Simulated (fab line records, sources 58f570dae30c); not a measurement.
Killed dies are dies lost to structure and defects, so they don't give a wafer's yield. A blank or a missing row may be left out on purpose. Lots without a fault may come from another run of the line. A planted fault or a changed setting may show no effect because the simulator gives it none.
A sampling plan put to the test | flow berkeley_cmos170 | one fab line, 31 faults that these records tell of, each judged on the records of the lots that it struck
The plan is the line's own looks: the steps of the route at which a gauge or an inspection reads the wafer and doesn't change it. A look can be judged if struck wafers have a number there and the file gives its usual mean and standard deviation on fault-free wafers. Caught: at a look after the fault's first step, the mean of the struck wafers lies 4 or more of those standard deviations (sigma) from the usual mean. On the tool: the same test on the tool's own readings at the fault's steps. Another recipe on the struck wafers, or a record that is blank for them alone, also counts as caught.

THE FAULTS, as the simulator had put them in
1. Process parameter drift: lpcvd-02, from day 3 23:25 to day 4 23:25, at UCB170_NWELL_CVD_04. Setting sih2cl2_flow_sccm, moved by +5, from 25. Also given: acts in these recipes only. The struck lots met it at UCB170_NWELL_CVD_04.
2. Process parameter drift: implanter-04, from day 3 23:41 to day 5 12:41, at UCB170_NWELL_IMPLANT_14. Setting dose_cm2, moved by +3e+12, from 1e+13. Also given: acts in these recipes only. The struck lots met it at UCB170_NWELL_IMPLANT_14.
3. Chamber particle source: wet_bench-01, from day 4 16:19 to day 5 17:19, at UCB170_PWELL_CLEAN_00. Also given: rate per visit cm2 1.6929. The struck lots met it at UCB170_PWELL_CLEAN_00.
4. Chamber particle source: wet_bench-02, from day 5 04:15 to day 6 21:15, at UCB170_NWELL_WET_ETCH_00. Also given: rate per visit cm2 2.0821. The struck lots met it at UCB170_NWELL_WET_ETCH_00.
5. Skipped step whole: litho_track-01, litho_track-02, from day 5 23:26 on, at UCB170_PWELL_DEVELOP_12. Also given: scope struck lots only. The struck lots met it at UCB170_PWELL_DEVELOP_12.
6. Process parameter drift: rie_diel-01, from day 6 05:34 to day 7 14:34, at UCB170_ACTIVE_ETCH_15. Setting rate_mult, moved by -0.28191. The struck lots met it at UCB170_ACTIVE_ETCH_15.
7. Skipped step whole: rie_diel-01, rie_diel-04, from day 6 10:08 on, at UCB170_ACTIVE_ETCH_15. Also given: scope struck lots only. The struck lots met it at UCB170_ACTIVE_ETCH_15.
8. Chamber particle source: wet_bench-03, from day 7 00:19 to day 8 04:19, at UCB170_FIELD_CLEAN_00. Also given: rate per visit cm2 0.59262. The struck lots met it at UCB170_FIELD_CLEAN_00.
9. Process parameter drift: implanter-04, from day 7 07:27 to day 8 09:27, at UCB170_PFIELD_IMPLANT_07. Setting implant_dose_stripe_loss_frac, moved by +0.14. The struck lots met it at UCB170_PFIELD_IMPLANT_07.
10. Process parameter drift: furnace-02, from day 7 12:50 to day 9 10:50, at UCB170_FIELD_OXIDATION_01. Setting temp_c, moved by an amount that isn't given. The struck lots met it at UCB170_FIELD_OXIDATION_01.
11. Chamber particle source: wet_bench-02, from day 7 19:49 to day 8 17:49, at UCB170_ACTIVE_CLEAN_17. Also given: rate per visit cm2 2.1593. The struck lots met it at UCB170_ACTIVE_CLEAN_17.
12. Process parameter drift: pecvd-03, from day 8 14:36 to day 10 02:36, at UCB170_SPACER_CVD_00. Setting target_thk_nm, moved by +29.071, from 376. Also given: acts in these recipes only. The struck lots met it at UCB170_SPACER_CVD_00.
13. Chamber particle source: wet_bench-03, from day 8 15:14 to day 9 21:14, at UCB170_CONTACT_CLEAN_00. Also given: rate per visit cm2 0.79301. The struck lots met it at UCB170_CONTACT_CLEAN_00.
14. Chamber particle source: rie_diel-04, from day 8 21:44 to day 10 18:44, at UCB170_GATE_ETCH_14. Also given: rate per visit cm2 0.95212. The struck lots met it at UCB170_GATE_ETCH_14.
15. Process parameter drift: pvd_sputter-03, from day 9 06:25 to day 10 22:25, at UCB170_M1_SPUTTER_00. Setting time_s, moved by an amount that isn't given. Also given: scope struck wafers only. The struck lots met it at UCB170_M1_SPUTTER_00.
16. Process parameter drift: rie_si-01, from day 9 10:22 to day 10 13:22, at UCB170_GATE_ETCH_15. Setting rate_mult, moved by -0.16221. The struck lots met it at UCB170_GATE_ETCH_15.
17. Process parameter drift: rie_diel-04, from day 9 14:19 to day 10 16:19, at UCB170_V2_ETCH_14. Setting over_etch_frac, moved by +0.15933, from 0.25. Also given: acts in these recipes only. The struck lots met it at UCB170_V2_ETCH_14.
18. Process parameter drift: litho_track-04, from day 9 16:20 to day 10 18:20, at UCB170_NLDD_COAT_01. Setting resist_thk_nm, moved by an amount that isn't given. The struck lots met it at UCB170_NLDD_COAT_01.
19. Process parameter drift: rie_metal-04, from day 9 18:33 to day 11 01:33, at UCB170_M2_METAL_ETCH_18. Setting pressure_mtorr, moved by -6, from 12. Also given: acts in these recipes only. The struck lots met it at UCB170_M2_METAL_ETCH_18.
20. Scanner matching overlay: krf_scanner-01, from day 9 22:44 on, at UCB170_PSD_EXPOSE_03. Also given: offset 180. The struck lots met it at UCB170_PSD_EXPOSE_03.
21. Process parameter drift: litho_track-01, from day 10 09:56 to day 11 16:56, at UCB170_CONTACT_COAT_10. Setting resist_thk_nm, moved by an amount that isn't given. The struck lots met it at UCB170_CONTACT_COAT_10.
22. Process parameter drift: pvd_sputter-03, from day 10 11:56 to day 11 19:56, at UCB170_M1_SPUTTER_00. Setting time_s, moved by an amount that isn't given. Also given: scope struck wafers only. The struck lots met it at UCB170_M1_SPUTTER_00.
23. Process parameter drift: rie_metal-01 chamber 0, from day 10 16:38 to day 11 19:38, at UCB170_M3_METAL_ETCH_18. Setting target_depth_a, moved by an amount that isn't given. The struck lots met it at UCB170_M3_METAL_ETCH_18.
24. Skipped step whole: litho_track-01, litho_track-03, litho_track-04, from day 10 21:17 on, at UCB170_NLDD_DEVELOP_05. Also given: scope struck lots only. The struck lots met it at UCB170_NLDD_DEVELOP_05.
25. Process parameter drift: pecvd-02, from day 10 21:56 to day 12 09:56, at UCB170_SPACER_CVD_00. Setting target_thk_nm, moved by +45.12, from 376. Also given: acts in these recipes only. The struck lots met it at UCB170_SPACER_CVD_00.
26. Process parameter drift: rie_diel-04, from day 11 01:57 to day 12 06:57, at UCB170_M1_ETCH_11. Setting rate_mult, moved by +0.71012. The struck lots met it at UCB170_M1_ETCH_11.
27. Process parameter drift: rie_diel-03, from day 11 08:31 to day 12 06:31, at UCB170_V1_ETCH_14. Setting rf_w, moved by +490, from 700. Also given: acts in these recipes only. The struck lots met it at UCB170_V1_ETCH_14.
28. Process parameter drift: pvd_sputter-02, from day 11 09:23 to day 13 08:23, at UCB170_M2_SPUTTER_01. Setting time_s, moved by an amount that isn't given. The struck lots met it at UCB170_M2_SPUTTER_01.
29. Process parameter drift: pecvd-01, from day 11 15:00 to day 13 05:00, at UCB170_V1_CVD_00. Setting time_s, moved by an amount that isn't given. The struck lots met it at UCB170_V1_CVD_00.
30. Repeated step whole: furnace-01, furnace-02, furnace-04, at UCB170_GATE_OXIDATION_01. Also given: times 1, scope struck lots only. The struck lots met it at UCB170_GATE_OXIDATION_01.
31. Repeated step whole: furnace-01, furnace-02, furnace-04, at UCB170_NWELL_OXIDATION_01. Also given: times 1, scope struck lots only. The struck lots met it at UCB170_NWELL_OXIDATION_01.

WHAT THE PLAN SAW
fault | on the tool itself                               | first look that catches it                      | reading, sigma                                                      | median hours from its first step to that look | hours from the fault's start to the first struck lot there | judged looks passed uncaught
1     | sih2cl2_flow_sccm +62 sigma                      | UCB170_NWELL_THK_MEAS_05                        | NWELL_NITRIDE_THK +6.6                                              | 1.9                                           | 10                                                         | 0
2     | dose_ions_cm2 +99 or beyond sigma                | UCB170_NWELL_TW_MEAS_16                         | NWELL_TW +14                                                        | 0.2                                           | 6                                                          | 0
3     | no reading that can be judged                    | none of the 3 looks that can be judged after it | -                                                                   | -                                             | -                                                          | 3
4     | no reading that can be judged                    | no look after it can be judged                  | -                                                                   | -                                             | -                                                          | 0
5     | no reading that can be judged                    | no look after it can be judged                  | -                                                                   | -                                             | -                                                          | 0
6     | oes_product_au -7.9 sigma                        | no look after it can be judged                  | -                                                                   | -                                             | -                                                          | 0
7     | the tool's record is blank for the struck wafers | no look after it can be judged                  | -                                                                   | -                                             | -                                                          | 0
8     | no reading that can be judged                    | none of the 2 looks that can be judged after it | -                                                                   | -                                             | -                                                          | 2
9     | no reading that can be judged                    | none of the 7 looks that can be judged after it | -                                                                   | -                                             | -                                                          | 7
10    | tube_center_temp_C +87 sigma                     | none of the 2 looks that can be judged after it | strongest: FIELD_OXIDE_LEFT_1_THK at UCB170_FIELD_THK_MEAS_90, +2.0 | -                                             | -                                                          | 2
11    | under 2 sigma                                    | not the one look that can be judged after it    | -                                                                   | -                                             | -                                                          | 1
12    | under 2 sigma                                    | UCB170_SPACER_THK_MEAS_01                       | SPACER_TEOS_THK +6.1                                                | 0.0                                           | 1                                                          | 0
13    | no reading that can be judged                    | not the one look that can be judged after it    | -                                                                   | -                                             | -                                                          | 1
14    | under 2 sigma                                    | none of the 3 looks that can be judged after it | -                                                                   | -                                             | -                                                          | 3
15    | under 2 sigma                                    | UCB170_M1_RS_MEAS_01                            | M1_AL_RS -38                                                        | 0.1                                           | 1                                                          | 0
16    | under 2 sigma                                    | no look after it can be judged                  | -                                                                   | -                                             | -                                                          | 0
17    | only faintly: oes_product_au -2.9 sigma          | not the one look that can be judged after it    | -                                                                   | -                                             | -                                                          | 1
18    | no reading that can be judged                    | none of the 2 looks that can be judged after it | -                                                                   | -                                             | -                                                          | 2
19    | chamber_pressure_mTorr -99 or beyond sigma       | not the one look that can be judged after it    | -                                                                   | -                                             | -                                                          | 1
20    | under 2 sigma                                    | UCB170_PSD_OVL_MEAS_07                          | PSD_OVL +37                                                         | 1.0                                           | 2                                                          | 0
21    | no reading that can be judged                    | none of the 2 looks that can be judged after it | -                                                                   | -                                             | -                                                          | 2
22    | under 2 sigma                                    | UCB170_M1_RS_MEAS_01                            | M1_AL_RS +13                                                        | 0.1                                           | 2                                                          | 0
23    | under 2 sigma                                    | no look after it can be judged                  | -                                                                   | -                                             | -                                                          | 0
24    | no reading that can be judged                    | no look after it can be judged                  | -                                                                   | -                                             | -                                                          | 0
25    | under 2 sigma                                    | UCB170_SPACER_THK_MEAS_01                       | SPACER_TEOS_THK +9.3                                                | 0.1                                           | 7                                                          | 0
26    | oes_product_au +19 sigma                         | no look after it can be judged                  | -                                                                   | -                                             | -                                                          | 0
27    | rf_fwd_power_W +99 or beyond sigma               | UCB170_V1_CD_MEAS_90                            | cd_nm +9.1                                                          | 0.3                                           | 8                                                          | 0
28    | under 2 sigma                                    | UCB170_M2_RS_MEAS_02                            | M2_AL_RS -6.0                                                       | 0.1                                           | 8                                                          | 0
29    | run_length_s +99 or beyond sigma                 | UCB170_V1_THK_MEAS_01                           | V1_TEOS_THK +31                                                     | 0.2                                           | 0                                                          | 0
30    | under 2 sigma                                    | UCB170_GATE_THK_MEAS_02                         | GATE_OXIDE_THK +26                                                  | 4.2                                           | -                                                          | 0
31    | under 2 sigma                                    | UCB170_NWELL_THK_MEAS_02                        | NWELL_OXIDE_THK +27                                                 | 4.0                                           | -                                                          | 0
A dash: the fault isn't caught, or these records don't give the number.

Caught at a look: 12 of 31. Caught on the tool: 9 of 31. By one or the other: 17 of 31.
Caught on the tool alone: faults 6, 7, 10, 19, 26.
Caught at a look alone: faults 12, 15, 20, 22, 25, 28, 30, 31.
Caught by neither: faults 3, 4, 5, 8, 9, 11, 13, 14, 16, 17, 18, 21, 23, 24.

THINNER SAMPLING
If the look that catches a fault measured only every second or every third lot, by lot number, the first struck lot would be measured this late in the worst case:
fault | struck lots at that look, in order of time | every lot | every second lot | every third lot
1     | L167, L166                                 | 10 h      | 10 h             | may miss all 2
2     | L641, L642, L644                           | 6 h       | 12 h             | may miss all 3
12    | L967, L970                                 | 1 h       | 28 h             | may miss all 2
15    | L813, L815                                 | 1 h       | may miss all 2   | may miss all 2
20    | L420, L415, L421, L422                     | 2 h       | 2 h              | 24 h
22    | L377                                       | 2 h       | may miss it      | may miss it
25    | L396, L397                                 | 7 h       | 8 h              | may miss all 2
27    | L648, L651                                 | 8 h       | 20 h             | may miss all 2
28    | L630, L631                                 | 8 h       | 19 h             | may miss all 2
29    | L404, L405, L406                           | 0 h       | 0 h              | 11 h
Hours are from the fault's start to the first struck lot that is measured. The limit of 4 sigma was tested on all struck wafers together, so one lot alone may lie under it. Other struck lots may not be in these records.

THE LONGEST TIMED WAY FROM STEP TO LOOK
Fault 30: a median of 4.2 hours passes between UCB170_GATE_OXIDATION_01 and UCB170_GATE_THK_MEAS_02. No look between them can be judged.
